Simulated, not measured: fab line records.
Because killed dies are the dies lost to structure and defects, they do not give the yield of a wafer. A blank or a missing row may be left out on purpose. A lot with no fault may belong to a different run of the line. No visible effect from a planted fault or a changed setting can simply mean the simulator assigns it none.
What tool caused it? | flow berkeleyCmos170 | Sampling: 14 lots, 42 wafers, 6 of 331 route steps

## WHAT THE GAUGES READ, wafer by wafer
UCB170_M1_CD_MEAS_90: the cd target is 700 nm. Usual: cdNm reads 699.9 nm (standard deviation 2.5).
lot  | measured     | on       | cdNm (nm)         | flag
L202 | day 7 20:50  | cdSem-01 | 696.5 692.6 698.7 | 
L200 | day 7 21:22  | cdSem-01 | 699.7 699.0 701.8 | 
L201 | day 8 01:49  | cdSem-01 | 698.6 700.6 700.1 | 
L203 | day 8 07:55  | cdSem-02 | 697.1 696.4 695.8 | 
L204 | day 8 22:18  | cdSem-02 | 700.8 697.1 697.8 | 
L208 | day 9 12:06  | cdSem-02 | 696.9 703.6 701.1 | 
L206 | day 9 12:22  | cdSem-02 | 702.6 701.9 704.0 | 
L207 | day 9 14:08  | cdSem-02 | 699.3 703.9 700.8 | 
L210 | day 10 20:49 | cdSem-01 | 698.7 700.3 698.6 | 
L212 | day 10 22:40 | cdSem-01 | 698.3 699.8 699.4 | 
L219 | day 12 09:56 | cdSem-02 | 697.0 698.0 698.4 | 
L223 | day 13 08:56 | cdSem-02 | 700.1 699.3 696.1 | 
L222 | day 13 08:27 | cdSem-01 | 700.2 701.6 703.3 | 
L221 | day 13 06:48 | cdSem-02 | 697.5 698.7 700.0 | 

UCB170_M2_CD_MEAS_90: the cd target is 700 nm. Usual: cdNm reads 698 nm (standard deviation 4.7).
lot  | measured     | on       | cdNm (nm)   | flag
L202 | day 8 04:41  | cdSem-01 | 696 693 689 | 
L200 | day 8 05:01  | cdSem-02 | 696 701 698 | 
L201 | day 8 09:58  | cdSem-01 | 695 694 698 | 
L203 | day 8 14:43  | cdSem-02 | 699 696 689 | 
L204 | day 9 07:23  | cdSem-01 | 695 704 695 | 
L208 | day 9 19:45  | cdSem-01 | 703 698 696 | 
L206 | day 9 20:08  | cdSem-02 | 698 689 692 | 
L207 | day 9 22:19  | cdSem-02 | 704 696 699 | 
L210 | day 11 06:57 | cdSem-02 | 691 683 683 | 
L212 | day 11 07:31 | cdSem-02 | 691 680 683 | 
L219 | day 12 16:38 | cdSem-02 | 693 692 693 | 
L223 | day 13 19:01 | cdSem-02 | 704 698 700 | 
L222 | day 13 16:45 | cdSem-01 | 711 710 702 | 
L221 | day 13 16:56 | cdSem-02 | 694 692 694 | 

## EACH LOT AND THE TOOL THAT RAN IT (in order: tool; ch and the chambers of the sampled wafers; start)
lot  | UCB170_PSD_STRIP_09                 | UCB170_CONTACT_STRIP_06             | UCB170_M2_METAL_ETCH_18          | UCB170_M2_STRIP_19
L202 | plasmaAsher-01 ch 0,1, day 7 09:14  | plasmaAsher-01 ch 0,1, day 7 15:58  | rieMetal-03 ch 0,1, day 8 04:23  | plasmaAsher-04 ch 0,1, day 8 04:34
L200 | plasmaAsher-04 ch 0,1, day 7 09:24  | plasmaAsher-02 ch 0,1, day 7 16:10  | rieMetal-01 ch 0,1, day 8 04:42  | plasmaAsher-02 ch 0, day 8 04:53
L201 | plasmaAsher-01 ch 0,1, day 7 09:42  | plasmaAsher-02 ch 0,1, day 7 17:47  | rieMetal-01 ch 0,1, day 8 09:41  | plasmaAsher-01 ch 0,1, day 8 09:50
L203 | plasmaAsher-01 ch 0, day 7 15:22    | plasmaAsher-03 ch 1, day 8 03:35    | rieMetal-03 ch 0,1, day 8 14:26  | plasmaAsher-01 ch 0,1, day 8 14:37
L204 | plasmaAsher-01 ch 0,1, day 8 12:22  | plasmaAsher-02 ch 0,1, day 8 18:33  | rieMetal-04 ch 0,1, day 9 07:07  | plasmaAsher-01 ch 0,1, day 9 07:16
L208 | plasmaAsher-01 ch 0,1, day 8 22:59  | plasmaAsher-02 ch 0, day 9 08:18    | rieMetal-04 ch 0,1, day 9 19:26  | plasmaAsher-01 ch 0,1, day 9 19:38
L206 | plasmaAsher-03 ch 0,1, day 8 23:14  | plasmaAsher-01 ch 0,1, day 9 08:40  | rieMetal-03 ch 0,1, day 9 19:51  | plasmaAsher-01 ch 0,1, day 9 20:02
L207 | plasmaAsher-01 ch 0,1, day 8 23:28  | plasmaAsher-03 ch 0,1, day 9 10:05  | rieMetal-04 ch 0,1, day 9 22:01  | plasmaAsher-04 ch 0,1, day 9 22:13
L210 | plasmaAsher-04 ch 0,1, day 10 10:16 | plasmaAsher-03 ch 0,1, day 10 17:04 | rieMetal-04 ch 0,1, day 11 06:41 | plasmaAsher-02 ch 0,1, day 11 06:50
L212 | plasmaAsher-03 ch 0,1, day 10 10:29 | plasmaAsher-03 ch 0,1, day 10 17:28 | rieMetal-04 ch 0,1, day 11 07:13 | plasmaAsher-02 ch 0,1, day 11 07:25
L219 | plasmaAsher-04 ch 0,1, day 11 23:27 | plasmaAsher-02 ch 0,1, day 12 06:22 | rieMetal-03 ch 0,1, day 12 16:20 | plasmaAsher-04 ch 0,1, day 12 16:32
L223 | plasmaAsher-03 ch 0,1, day 12 17:28 | plasmaAsher-03 ch 0,1, day 13 04:13 | rieMetal-01 ch 1, day 13 18:32   | plasmaAsher-01 ch 0,1, day 13 18:55
L222 | plasmaAsher-01 ch 0,1, day 12 17:34 | plasmaAsher-01 ch 0,1, day 13 04:12 | rieMetal-04 ch 0,1, day 13 16:28 | plasmaAsher-04 ch 0,1, day 13 16:37
L221 | plasmaAsher-04 ch 0,1, day 12 17:44 | plasmaAsher-02 ch 0,1, day 13 02:58 | rieMetal-03 ch 0,1, day 13 16:39 | plasmaAsher-02 ch 0,1, day 13 16:50
- UCB170_PSD_STRIP_09: strips in O2.
- UCB170_CONTACT_STRIP_06: strips in O2.
- UCB170_M2_METAL_ETCH_18: etches Al in Cl2/BCl3, stops on SiO2, target depth 1170 nm, time 195 s.
- UCB170_M2_STRIP_19: strips in O2.

## WHAT THE TOOLS THEMSELVES READ (means of the sampled wafers that have a number; where no wafer has one, the mark that the record gives instead)
UCB170_PSD_STRIP_09. Usual: drypumpMotorCurrentA 5.5 A, standard deviation 0.33; oesProductAu 0.600 a.u., standard deviation 0.0046; stripTimeToEndpointS 29.39 s, standard deviation 0.068.
lot  | tool           | drypumpMotorCurrentA (A) | oesProductAu (a.u.) | stripTimeToEndpointS (s) | flag
L202 | plasmaAsher-01 | 5.4                      | 0.599               | 29.40                    | 
L200 | plasmaAsher-04 | 5.7                      | 0.600               | 29.46                    | 
L201 | plasmaAsher-01 | 5.4                      | 0.598               | 29.38                    | 
L203 | plasmaAsher-01 | 5.5                      | 0.602               | 29.45                    | 
L204 | plasmaAsher-01 | 5.2                      | 0.601               | 29.47                    | 
L208 | plasmaAsher-01 | 5.4                      | 0.601               | 29.48                    | 
L206 | plasmaAsher-03 | 5.7                      | 0.600               | 29.37                    | 
L207 | plasmaAsher-01 | 5.4                      | 0.599               | 29.37                    | 
L210 | plasmaAsher-04 | 5.9                      | 0.598               | 29.42                    | 
L212 | plasmaAsher-03 | 5.4                      | 0.602               | 29.33                    | 
L219 | plasmaAsher-04 | 5.9                      | 0.600               | 29.37                    | 
L223 | plasmaAsher-03 | 5.7                      | 0.603               | 29.34                    | 
L222 | plasmaAsher-01 | 5.2                      | 0.595               | 29.52                    | 
L221 | plasmaAsher-04 | 5.8                      | 0.599               | 29.39                    | 

UCB170_CONTACT_STRIP_06. Usual: drypumpMotorCurrentA 5.6 A, standard deviation 0.4; oesProductAu 0.735 a.u., standard deviation 0.0046; stripTimeToEndpointS 21.96 s, standard deviation 0.058.
lot  | tool           | drypumpMotorCurrentA (A) | oesProductAu (a.u.) | stripTimeToEndpointS (s) | flag
L202 | plasmaAsher-01 | 5.4                      | 0.739               | 21.91                    | 
L200 | plasmaAsher-02 | 5.7                      | 0.737               | 22.00                    | 
L201 | plasmaAsher-02 | 5.7                      | 0.735               | 22.04                    | 
L203 | plasmaAsher-03 | 6.0                      | 0.739               | 22.06                    | 
L204 | plasmaAsher-02 | 6.0                      | 0.732               | 21.95                    | 
L208 | plasmaAsher-02 | 5.5                      | 0.736               | 21.97                    | 
L206 | plasmaAsher-01 | 5.4                      | 0.735               | 21.89                    | 
L207 | plasmaAsher-03 | 5.5                      | 0.737               | 21.94                    | 
L210 | plasmaAsher-03 | 5.4                      | 0.735               | 21.94                    | 
L212 | plasmaAsher-03 | 5.4                      | 0.740               | 21.95                    | 
L219 | plasmaAsher-02 | 6.0                      | 0.731               | 22.02                    | 
L223 | plasmaAsher-03 | 5.7                      | 0.736               | 21.92                    | 
L222 | plasmaAsher-01 | 5.2                      | 0.731               | 21.88                    | 
L221 | plasmaAsher-02 | 6.0                      | 0.729               | 21.97                    | 

UCB170_M2_METAL_ETCH_18. Usual: drypumpMotorCurrentA 5.67 A, standard deviation 0.22; oesProductAu 0.858 a.u., standard deviation 0.0081; throttleValvePct 24.36 %, standard deviation 0.29.
lot  | tool        | drypumpMotorCurrentA (A) | oesProductAu (a.u.) | throttleValvePct (%) | flag
L202 | rieMetal-03 | 5.46                     | 0.850               | 24.32                | 
L200 | rieMetal-01 | 5.96                     | 0.859               | 24.64                | 
L201 | rieMetal-01 | 5.81                     | 0.854               | 24.38                | 
L203 | rieMetal-03 | 5.47                     | 0.846               | 24.31                | 
L204 | rieMetal-04 | 5.68                     | 0.868               | 24.48                | 
L208 | rieMetal-04 | 5.67                     | 0.867               | 24.46                | 
L206 | rieMetal-03 | 5.62                     | 0.856               | 24.20                | 
L207 | rieMetal-04 | 5.68                     | 0.860               | 24.48                | 
L210 | rieMetal-04 | 5.67                     | 0.762               | 24.53                | OFF
L212 | rieMetal-04 | 5.67                     | 0.757               | 24.52                | OFF
L219 | rieMetal-03 | 5.46                     | 0.852               | 24.31                | 
L223 | rieMetal-01 | 5.68                     | 0.858               | 24.13                | 
L222 | rieMetal-04 | 5.60                     | 0.866               | 24.30                | 
L221 | rieMetal-03 | 5.61                     | 0.853               | 24.20                | 

UCB170_M2_STRIP_19. Usual: drypumpMotorCurrentA 5.6 A, standard deviation 0.37; oesProductAu 0.551 a.u., standard deviation 0.017.
lot  | tool           | drypumpMotorCurrentA (A) | oesProductAu (a.u.) | flag
L202 | plasmaAsher-04 | 5.8                      | 0.540               | 
L200 | plasmaAsher-02 | 5.5                      | 0.554               | 
L201 | plasmaAsher-01 | 5.3                      | 0.562               | 
L203 | plasmaAsher-01 | 5.2                      | 0.544               | 
L204 | plasmaAsher-01 | 5.4                      | 0.548               | 
L208 | plasmaAsher-01 | 5.4                      | 0.558               | 
L206 | plasmaAsher-01 | 5.2                      | 0.551               | 
L207 | plasmaAsher-04 | 5.8                      | 0.555               | 
L210 | plasmaAsher-02 | 5.8                      | 0.357               | OFF
L212 | plasmaAsher-02 | 5.7                      | 0.366               | OFF
L219 | plasmaAsher-04 | 5.9                      | 0.546               | 
L223 | plasmaAsher-01 | 5.2                      | 0.566               | 
L222 | plasmaAsher-04 | 5.7                      | 0.552               | 
L221 | plasmaAsher-02 | 5.7                      | 0.536               | 

## THE ANSWER, worked out from the rows above alone
Rule: a lot counts as off when the mean over its wafers that have a number is more than 3 standard deviations away from the usual mean. A lot without any number at a reading at which 4 lots or more have one is off too. All remaining lots with rows at the step are treated as sound. First the gauges in route order, then the tools' own readings, where a lot's mean is used as printed above. The first step at which some lot is off is used, and at that step the reading that is off furthest; a lot without a number counts as furthest.
Off, at UCB170_M2_METAL_ETCH_18 on oesProductAu: L210, L212.
A tool fits if, at that step or a process step before it, it ran every lot that is off, and no sound lot after the first of them. Not one of the candidates tried fits.

## WHAT HAD BEEN PUT IN BY THE SIMULATOR
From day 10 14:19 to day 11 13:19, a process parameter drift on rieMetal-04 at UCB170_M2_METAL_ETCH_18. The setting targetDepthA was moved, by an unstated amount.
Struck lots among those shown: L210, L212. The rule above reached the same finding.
